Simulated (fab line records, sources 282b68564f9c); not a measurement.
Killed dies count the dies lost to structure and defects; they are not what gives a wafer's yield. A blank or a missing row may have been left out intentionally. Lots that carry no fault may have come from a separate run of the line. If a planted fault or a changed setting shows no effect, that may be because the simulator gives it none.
Which of the tools did it? ; flow rit cmos ; 42 wafers from 14 lots sampled at 3 of the route's 202 steps

== WHAT EACH GAUGE READ, for each wafer ==
RIT_NWELL_OVL_MEAS_06. Usual: NWELL_OVL -0.5 nm, standard deviation 1.4.
lot;measured;on;NWELL_OVL (nm);flag
L655;day 2 00:32;overlay-02;2.0 2.1 -0.3;
L656;day 2 04:38;overlay-01;-1.2 -1.7 -0.7;
L657;day 2 08:18;overlay-01;-0.1 -0.9 1.2;
L659;day 2 23:53;overlay-02;0.4 -2.1 -2.5;
L660;day 3 04:14;overlay-02;-0.3 -1.1 -0.6;
L661;day 3 04:28;overlay-02;1.9 2.7 1.8;
L662;day 3 09:35;overlay-01;-1.9 -2.8 -3.0;
L665;day 4 00:10;overlay-02;-0.7 -2.9 -1.3;
L666;day 4 05:19;overlay-01;0.5 1.3 0.7;
L669;day 4 19:40;overlay-02;-1.2 0.6 -0.6;
L671;day 5 07:31;overlay-02;-2.2 -3.6 -3.3;
L672;day 5 10:50;overlay-01;-0.3 2.0 0.4;
L673;day 5 15:04;overlay-01;-2.8 -1.9 -1.1;
L678;day 6 20:25;overlay-01;-3.2 -1.7 -1.7;

== EACH LOT AND THE TOOL THAT RAN IT (in order: tool; ch and the chambers of the sampled wafers; start) ==
lot;RIT_ACTIVE_STRIP_14;RIT_NWELL_SOFTBAKE_02
L655;plasma asher-01 ch 0,1, day 1 14:52;litho track-01 ch 0, day 1 23:50
L656;plasma asher-04 ch 1, day 1 20:56;litho track-04 ch 0, day 2 03:53
L657;plasma asher-04 ch 0,1, day 2 03:01;litho track-03 ch 0, day 2 07:46
L659;plasma asher-01 ch 0,1, day 2 13:17;litho track-04 ch 0, day 2 23:22
L660;plasma asher-02 ch 0,1, day 2 22:11;litho track-04 ch 0, day 3 03:41
L661;plasma asher-01 ch 0,1, day 2 22:26;litho track-01 ch 0, day 3 03:42
L662;plasma asher-04 ch 0,1, day 3 02:19;litho track-03 ch 0, day 3 09:01
L665;plasma asher-02 ch 0,1, day 3 18:01;litho track-03 ch 0, day 3 23:31
L666;plasma asher-02 ch 0,1, day 3 22:19;litho track-01 ch 0, day 4 04:37
L669;plasma asher-01 ch 0,1, day 4 13:25;litho track-03 ch 0, day 4 19:07
L671;plasma asher-01 ch 0,1, day 5 02:05;litho track-03 ch 0, day 5 06:56
L672;plasma asher-04 ch 0,1, day 5 05:32;litho track-03 ch 0, day 5 10:16
L673;plasma asher-01 ch 0,1, day 5 08:58;litho track-03 ch 0, day 5 14:29
L678;plasma asher-04 ch 0,1, day 6 12:08;litho track-04 ch 0, day 6 19:44
- RIT_ACTIVE_STRIP_14: strips in O2, time 180 s.
- RIT_NWELL_SOFTBAKE_02: time 60 s.

== WHAT THE TOOLS THEMSELVES READ (means of the sampled wafers that have a number; where no wafer has one, the mark that the record gives instead) ==
RIT_ACTIVE_STRIP_14. Usual: drypump motor current A 5.8 A, standard deviation 0.34; rf refl power W 7.2 W, standard deviation 1.8.
lot;tool;drypump motor current A (A);rf refl power W (W);flag
L655;plasma asher-01;5.7;8.0;
L656;plasma asher-04;5.2;6.5;
L657;plasma asher-04;5.4;7.3;
L659;plasma asher-01;5.7;7.7;
L660;plasma asher-02;6.1;5.8;
L661;plasma asher-01;5.7;7.5;
L662;plasma asher-04;5.4;6.8;
L665;plasma asher-02;6.2;5.8;
L666;plasma asher-02;6.1;5.6;
L669;plasma asher-01;5.6;7.8;
L671;plasma asher-01;5.6;7.9;
L672;plasma asher-04;5.5;7.8;
L673;plasma asher-01;5.6;7.8;
L678;plasma asher-04;5.5;7.9;

RIT_NWELL_SOFTBAKE_02. Usual: heater power total W 34.56 W, standard deviation 0.049; plate temp C 90.01 C, standard deviation 0.13; resist line temp C 23.01 C, standard deviation 0.1.
lot;tool;heater power total W (W);plate temp C (C);resist line temp C (C);flag
L655;litho track-01;34.61;89.99;23.02;
L656;litho track-04;34.58;89.81;23.03;
L657;litho track-03;34.55;90.00;22.89;
L659;litho track-04;34.55;90.02;22.97;
L660;litho track-04;34.60;90.09;22.89;
L661;litho track-01;34.48;89.97;23.01;
L662;litho track-03;34.53;89.94;22.95;
L665;litho track-03;34.55;90.09;22.97;
L666;litho track-01;34.59;89.94;22.94;
L669;litho track-03;34.53;90.00;23.02;
L671;litho track-03;34.57;89.89;23.04;
L672;litho track-03;34.90;90.64;23.10;OFF
L673;litho track-03;34.87;90.59;23.15;OFF
L678;litho track-04;34.62;89.96;23.08;

== THE ANSWER, worked out from the rows above alone ==
Rule: a lot is off if the mean of its wafers that have a number lies more than 3 standard deviations from the usual mean. A lot without any number at a reading at which 4 lots or more have one is off too. Any other lot the step has rows for is counted as sound. The gauges are gone through in route order, then the tools' own readings, and for those a lot's mean is taken as printed above. The first step at which some lot is off is used, and at that step the reading that is off furthest; a lot without a number counts as furthest.
Off: L672, L673 (RIT_NWELL_SOFTBAKE_02, heater power total W).
A tool fits if, at that step or a process step before it, it ran every lot that is off, and no sound lot after the first of them. One fits: RIT_NWELL_SOFTBAKE_02 on litho track-03. Its last sound lot is L671 (day 5 06:56), its first lot that is off L672 (day 5 10:16): a fault that began between those two fits.
The tool's own readings at RIT_NWELL_SOFTBAKE_02 bear it out: on the lots that are off they differ by more than 5 times the standard deviation of the sound lots' means. heater power total W reads 34.88 W there against 34.56 W on the sound lots; plate temp C reads 90.62 C there against 89.97 C on the sound lots.

== WHAT THE SIMULATOR HAD INSERTED ==
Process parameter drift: litho track-03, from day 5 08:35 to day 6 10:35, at RIT_NWELL_SOFTBAKE_02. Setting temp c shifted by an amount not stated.
Struck lots among those shown: L672, L673. The rule above found the same.
